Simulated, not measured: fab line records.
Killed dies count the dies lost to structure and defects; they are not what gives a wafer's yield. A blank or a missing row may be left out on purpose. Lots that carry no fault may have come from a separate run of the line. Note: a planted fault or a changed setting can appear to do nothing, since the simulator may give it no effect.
Problem report, 8D (eight disciplines) form, completed by code / flow berkeleyCmos170 / the parts of the form that need people (team, actions taken, sign-off) are left out

1. THE PROBLEM
A mean of 1455.5 W is read at UCB170_SILICIDE_SPUTTER_01 for cathodeDcPowerW, taken on 1 wafer of 1 lot, against 1500.0 W (standard deviation 0.27) on wafers free of any fault. That is -99 or more standard deviations from the usual mean.
The step: material Ti, target thk 30 nm, time 25 s.
Seen first at day 11 19:31 on pvdSputter-01, wafer L862.2. The record holds 39 wafers of 13 lots with a number at this step. Rule for "out" (also "out of limits"): further than 4 standard deviations from the usual mean. All remaining wafers that have a number are taken as sound.

2. WHAT IT IS AND WHAT IT IS NOT
question=which readings at this step | is=cathodeDcPowerW | is not=throttleValvePct
question=which lots | is=L862 | is not=L843, L844, L848, L849, L850, L852, L853, L854, L857, L858, L864, L865
question=which wafers of those lots | is=L862.2 | is not=L862.1, L862.4
question=read on which tools | is=pvdSputter-01 | is not=pvdSputter-02, pvdSputter-03
question=when | is=from day 11 19:31 | is not=up to then (32 sound wafers); but 6 sound wafers of L864, L865 came after

3. WHAT RULES OUT EACH SUSPECT
Counting: a tool at a process step up to the reading stays a suspect if it ran every lot that is out. Sound lots after the first of them don't rule it out here, since some wafers of a struck lot are sound.
- plasmaAsher-03 at UCB170_PLDD_STRIP_10 (strips in O2): kept. The lot that is out, L862, ran on it at day 11 02:14; the last sound lot it ran before that was L858, at day 10 16:29.
- plasmaAsher-02 at UCB170_NSD_STRIP_09 (strips in O2): kept. The lot that is out, L862, ran on it at day 11 17:28; the last sound lot it ran before that was L850, at day 9 00:54.
- pvdSputter-01 at UCB170_SILICIDE_SPUTTER_01 (material Ti, target thk 30 nm, time 25 s): kept. The lot that is out, L862, ran on it at day 11 19:31; the last sound lot it ran before that was L854, at day 10 01:59. Its own cathodeDcPowerW readings are out on those wafers.
- Within plasmaAsher-03 at UCB170_PLDD_STRIP_10: the wafers that are out ran in chamber 0; their sound lot-mates ran in chamber 1.
The count leaves plasmaAsher-03 at UCB170_PLDD_STRIP_10, plasmaAsher-02 at UCB170_NSD_STRIP_09, and pvdSputter-01 at UCB170_SILICIDE_SPUTTER_01.

4. THE CAUSE (what the simulator had put in)
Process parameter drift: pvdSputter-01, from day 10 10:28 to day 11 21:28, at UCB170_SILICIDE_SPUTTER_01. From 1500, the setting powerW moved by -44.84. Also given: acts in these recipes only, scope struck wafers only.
This tool is one of the 3 suspects left after counting.

5. THE CHAIN OF EFFECTS, in route order
Each row: a reading whose mean over the struck wafers that have a number lies more than 3 standard deviations from the usual. Readings are gone through only where the record gives a usual standard deviation; hours: the median, over the lots, of the time from a lot's start at the first step in this table giving one to that lot's start at this step; sigmas: the change measured in usual standard deviations.
hours=0; step=UCB170_SILICIDE_SPUTTER_01; reading=cathodeDcPowerW; usual=1500.0 W; on struck wafers=1455.5; change=-44.5; sigmas=-99 or more
hours=0; step=UCB170_SILICIDE_RS_MEAS_02; reading=SILICIDE_TI_RS; usual=26.1 ohm/sq; on struck wafers=27.1; change=+1.0; sigmas=+3.2
It contains these process steps:
- UCB170_SILICIDE_SPUTTER_01: material Ti, target thk 30 nm, time 25 s.
Later steps that measure or inspect, where all struck wafers having a row at the step show a number for every such reading and not one has moved that far: UCB170_CONTACT_THK_MEAS_02.

6. HOW IT WOULD HAVE BEEN CAUGHT EARLIER
In this record the first reading out of limits was taken at day 11 19:31, 33 hours after the fault began at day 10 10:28.
